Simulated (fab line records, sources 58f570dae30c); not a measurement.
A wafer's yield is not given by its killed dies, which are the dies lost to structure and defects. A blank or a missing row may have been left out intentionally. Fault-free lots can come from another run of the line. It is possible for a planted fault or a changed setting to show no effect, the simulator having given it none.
The same fault as seen by 2 desks + flow berkeley-cmos170 + each desk holds nothing but its own numbers, with what lay behind them at the end

## THE METROLOGY DESK
What the gauges read for every lot (on any tool): the sampled wafers with a number, averaged. If a lot's mean is further than 4 standard deviations from the usual mean, the lot is out of limits and carries the mark OUT (the distance appears in the brackets).
Columns: A = V2_TEOS_THK at UCB170_V2_THK_MEAS_01, usual 2008 nm; B = cd-nm at UCB170_M3_CD_MEAS_90, usual 700 nm
| lot  | first seen here | A    | B   |
|------|-----------------|------|-----|
| L995 | day 8 21:51     | 2035 | 699 |
| L105 | day 10 17:49    | 1994 | 701 |
| L107 | day 10 20:48    | 2007 | 703 |
| L108 | day 11 13:01    | 2022 | 700 |
| L110 | day 11 16:07    | 1995 | 697 |
| L109 | day 11 16:22    | 2008 | 702 |
| L111 | day 12 05:28    | 2000 | 697 |
| L115 | day 13 14:48    | 2004 | 700 |
| L113 | day 13 17:25    | 2015 | 703 |
| L114 | day 13 17:47    | 2013 | 699 |
| L112 | day 13 18:04    | 2025 | 694 |
| L116 | day 13 20:10    | 2011 | 696 |
| L118 | day 14 05:31    | 2015 | 704 |
| L117 | day 14 07:50    | 1995 | 695 |
This desk's verdict: no lot among the 14 shows anything out of limits.

## FOR THE TOOL OWNER'S DESK: plasma-asher-02
The tool's own readings at UCB170_M3_STRIP_07 (strips in O2): means of the sampled wafers that have a number, for each lot that ran on this tool. If a lot's mean is further than 4 standard deviations from the usual mean, the lot is out of limits and carries the mark OUT (the distance appears in the brackets).
Columns: A = drypump-motor-current-A at UCB170_M3_STRIP_07, usual 5.8 A; B = oes-product-au at UCB170_M3_STRIP_07, usual 0.735 a.u.; C = strip-time-to-endpoint-s at UCB170_M3_STRIP_07, usual 21.97 s
| lot  | first seen here | A   | B     | C     |
|------|-----------------|-----|-------|-------|
| L105 | day 10 21:16    | 5.8 | 0.737 | 21.97 |
| L107 | day 11 00:44    | 6.0 | 0.735 | 21.98 |
| L116 | day 13 23:33    | 5.8 | 0.739 | 22.04 |
| L117 | day 14 11:00    | 6.1 | 0.732 | 21.89 |
This desk's verdict: no lot among the 4 shows anything out of limits.

## ALL TOGETHER
Nothing out of limits was seen by the metrology desk.
Nothing out of limits was seen by the tool owner's desk.

## WHAT HAD BEEN PUT IN BY THE SIMULATOR
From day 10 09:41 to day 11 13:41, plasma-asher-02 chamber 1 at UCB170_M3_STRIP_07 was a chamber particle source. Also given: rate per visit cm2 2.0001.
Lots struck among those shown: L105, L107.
